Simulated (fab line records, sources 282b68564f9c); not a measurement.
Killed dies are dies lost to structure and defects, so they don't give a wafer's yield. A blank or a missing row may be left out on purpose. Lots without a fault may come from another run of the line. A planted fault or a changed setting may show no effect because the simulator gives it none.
Which tool did it? | flow rit_cmos | 15 lots, 45 wafers sampled, at 1 step of a route of 202

WHAT THE GAUGES READ, wafer by wafer
The record holds no reading of a measuring or inspecting step that can be judged against a usual standard deviation.

WHICH TOOL RAN EACH LOT (tool, then ch and the chambers of the sampled wafers, then the start)
lot  | RIT_PWELL_EXPOSE_03
L777 | iline_stepper-02 ch 0, day 1 22:28
L778 | iline_stepper-01 ch 0, day 2 06:52
L779 | iline_stepper-02 ch 0, day 2 08:09
L780 | iline_stepper-01 ch 0, day 2 12:45
L781 | iline_stepper-01 ch 0, day 2 20:50
L782 | iline_stepper-01 ch 0, day 2 23:02
L784 | iline_stepper-01 ch 0, day 3 08:17
L787 | iline_stepper-02 ch 0, day 4 00:56
L788 | iline_stepper-02 ch 0, day 4 04:36
L789 | iline_stepper-02 ch 0, day 4 09:43
L790 | iline_stepper-02 ch 0, day 4 15:20
L793 | iline_stepper-02, day 5 07:28
L794 | iline_stepper-02, day 5 12:19
L795 | iline_stepper-02, day 5 16:04
L796 | iline_stepper-01 ch 0, day 5 20:59
- RIT_PWELL_EXPOSE_03: exposes mask M3, target cd 43700 nm.

WHAT THE TOOLS THEMSELVES READ (means of the sampled wafers that have a number; where no wafer has one, the mark that the record gives instead)
RIT_PWELL_EXPOSE_03. Usual: exposure_dose_mJ_cm2 250.09, standard deviation 0.21; focus_offset_nm -0.1 nm, standard deviation 0.52.
lot  | tool             | exposure_dose_mJ_cm2 | focus_offset_nm (nm) | flag
L777 | iline_stepper-02 | 249.99               | -0.0                 |
L778 | iline_stepper-01 | 250.23               | -0.0                 |
L779 | iline_stepper-02 | 250.10               | -0.4                 |
L780 | iline_stepper-01 | 250.20               | 0.8                  |
L781 | iline_stepper-01 | 249.92               | -0.2                 |
L782 | iline_stepper-01 | 250.17               | -0.1                 |
L784 | iline_stepper-01 | 250.19               | -0.4                 |
L787 | iline_stepper-02 | 250.28               | 0.2                  |
L788 | iline_stepper-02 | 250.14               | -0.5                 |
L789 | iline_stepper-02 | 250.20               | 0.3                  |
L790 | iline_stepper-02 | 250.25               | -0.0                 |
L793 | iline_stepper-02 | -                    | -                    | OFF
L794 | iline_stepper-02 | -                    | -                    | OFF
L795 | iline_stepper-02 | -                    | -                    | OFF
L796 | iline_stepper-01 | 250.17               | -0.5                 |

THE ANSWER, worked out from the rows above alone
Rule: a lot is off if the mean of its wafers that have a number lies more than 3 standard deviations from the usual mean. A lot without any number at a reading at which 4 lots or more have one is off too. The other lots that the step has rows for count as sound. The gauges are gone through in route order, then the tools' own readings, and for those a lot's mean is taken as printed above. The first step at which some lot is off is used, and at that step the reading that is off furthest; a lot without a number counts as furthest.
Off: L793, L794, L795, at RIT_PWELL_EXPOSE_03 (exposure_dose_mJ_cm2). Without a number there: L793, L794, L795.
A tool fits if, at that step or a process step before it, it ran every lot that is off, and no sound lot after the first of them. One fits: iline_stepper-02 at RIT_PWELL_EXPOSE_03. Its last sound lot is L790 (day 4 15:20), its first lot that is off L793 (day 5 07:28): a fault that began between those two fits.
Blank at RIT_PWELL_EXPOSE_03 on the lots that are off, where sound lots have numbers: exposure_dose_mJ_cm2, focus_offset_nm.

WHAT THE SIMULATOR HAD PUT IN
Skipped step whole: iline_stepper-02, from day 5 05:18 on, at RIT_PWELL_EXPOSE_03. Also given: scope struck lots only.
Lots struck among those shown: L793, L794, L795. The rule above found the same.
